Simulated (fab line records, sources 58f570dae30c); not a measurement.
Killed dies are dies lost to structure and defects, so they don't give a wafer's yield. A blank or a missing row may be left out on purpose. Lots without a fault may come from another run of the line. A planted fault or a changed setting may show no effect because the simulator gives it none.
One fault seen from 2 desks | flow berkeley_cmos170 | each desk has only its own numbers; what lay behind them comes last

THE METROLOGY DESK
What the gauges read, lot by lot, whatever tool the lot ran on: means of the sampled wafers that have a number. A lot is out of limits, marked OUT, if its mean lies more than 4 standard deviations from the usual mean; the brackets give that distance.
Columns: A = PWELL_OXIDE_THK at UCB170_PWELL_THK_MEAS_03, usual 26.3 nm; B = cd_nm at UCB170_NSD_CD_MEAS_06, usual 1199.7 nm; C = PLDD_RS at UCB170_SDANNEAL_RS_MEAS_04, usual 1030.5 ohm/sq; D = NLDD_RS at UCB170_SDANNEAL_RS_MEAS_05, usual 618.9 ohm/sq
lot  | first seen here | A    | B      | C               | D
L936 | day 2 11:32     | 27.5 | 1199.9 | 1032.9          | 618.9
L938 | day 3 01:43     | 26.9 | 1197.5 | 1031.8          | 617.1
L939 | day 3 11:31     | 25.6 | 1200.7 | 1029.7          | 617.6
L940 | day 3 11:31     | 25.6 | 1198.6 | 1030.0          | 619.8
L941 | day 3 17:57     | 27.0 | 1201.1 | 1032.5          | 618.9
L942 | day 4 02:20     | 25.5 | 1197.8 | 1028.5          | 618.2
L945 | day 4 11:50     | 26.9 | 1200.3 | 1033.0          | 618.5
L948 | day 5 04:31     | 26.9 | 1199.3 | 1032.4          | 617.7
L950 | day 5 13:07     | 26.5 | 1200.7 | 899.2 (-55) OUT | 601.4 (-13) OUT
L949 | day 5 13:07     | 25.8 | 1201.1 | 900.0 (-54) OUT | 601.3 (-14) OUT
L951 | day 5 17:32     | 25.8 | 1201.5 | 900.3 (-54) OUT | 602.9 (-12) OUT
L952 | day 5 21:43     | 26.2 | 1198.0 | 899.7 (-54) OUT | 601.4 (-13) OUT
L956 | day 6 20:40     | 26.3 | 1201.1 | 1030.1          | 619.1
L957 | day 7 02:50     | 26.3 | 1199.9 | 1030.2          | 618.4
L958 | day 7 06:43     | 26.0 | 1198.3 | 1029.0          | 620.0
L959 | day 7 15:08     | 27.0 | 1200.4 | 1028.5          | 619.3
This desk's finding: out of limits on L949, L950, L951, L952; first on L950, day 10 09:52 (PLDD_RS at UCB170_SDANNEAL_RS_MEAS_04). In limits: L936, L938, L939, L940, L941, L942, L945, L948, L956, L957, L958, L959.

THE TOOL OWNER'S DESK: furnace-04
The tool's own readings at UCB170_SPACER_ANNEAL_02 (time 1800 s): means of the sampled wafers that have a number, for each lot that ran on this tool. A lot is out of limits, marked OUT, if its mean lies more than 4 standard deviations from the usual mean; the brackets give that distance.
Columns: A = spike_tc_centre_C at UCB170_SPACER_ANNEAL_02, usual 901.4 C; B = spike_tc_load_C at UCB170_SPACER_ANNEAL_02, usual 924.7 C; C = spike_tc_source_C at UCB170_SPACER_ANNEAL_02, usual 922.3 C; D = tube_center_temp_C at UCB170_SPACER_ANNEAL_02, usual 900 C; E = tube_center_temp_C_max at UCB170_SPACER_ANNEAL_02, usual 902.3; F = zone_power_centre_pct at UCB170_SPACER_ANNEAL_02, usual 44 %; G = zone_power_source_pct at UCB170_SPACER_ANNEAL_02, usual 25.3 %
lot  | first seen here | A               | B               | C               | D                     | E                       | F  | G
L936 | day 6 00:03     | 900.6           | 926.3           | 922.0           | 900                   | 902.3                   | 40 | 24.8
L938 | day 7 00:13     | 900.4           | 926.3           | 923.3           | 900                   | 902.8                   | 41 | 24.9
L939 | day 7 00:13     | 899.9           | 927.2           | 924.8           | 900                   | 902.6                   | 40 | 24.8
L940 | day 7 00:13     | 899.6           | 926.1           | 923.7           | 900                   | 902.3                   | 40 | 25.0
L941 | day 7 10:24     | 900.7           | 926.2           | 923.2           | 900                   | 902.1                   | 40 | 24.7
L949 | day 9 22:49     | 950.4 (+33) OUT | 977.2 (+29) OUT | 972.5 (+25) OUT | 950 (+99 or more) OUT | 952.3 (+99 or more) OUT | 43 | 28.2
L950 | day 9 22:49     | 950.5 (+33) OUT | 976.6 (+29) OUT | 973.8 (+26) OUT | 950 (+99 or more) OUT | 952.9 (+99 or more) OUT | 44 | 28.3
L951 | day 9 22:49     | 950.4 (+33) OUT | 976.6 (+29) OUT | 974.0 (+26) OUT | 950 (+99 or more) OUT | 951.9 (+99 or more) OUT | 43 | 28.4
L952 | day 9 22:49     | 949.9 (+32) OUT | 975.4 (+28) OUT | 975.2 (+26) OUT | 950 (+99 or more) OUT | 952.3 (+99 or more) OUT | 43 | 28.5
This desk's finding: out of limits on L949, L950, L951, L952; first on L949, day 9 22:49 (spike_tc_centre_C at UCB170_SPACER_ANNEAL_02). In limits: L936, L938, L939, L940, L941.

PUT TOGETHER
The tool owner's desk could have raised an alarm at day 9 22:49, on L949, L950, L951, L952.
The metrology desk could have raised an alarm at day 10 09:52, on L949, L950, L951, L952.
Of the lots named, all ran UCB170_SPACER_ANNEAL_02 on furnace-04.

WHAT THE SIMULATOR HAD PUT IN
Process parameter drift: furnace-04, from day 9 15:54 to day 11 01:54, at UCB170_SPACER_ANNEAL_02. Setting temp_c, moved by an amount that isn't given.
Lots struck among those shown: L949, L950, L951, L952.
Hours from the fault's start to each desk's first reading out of limits: the tool owner's desk, 7; the metrology desk, 18.
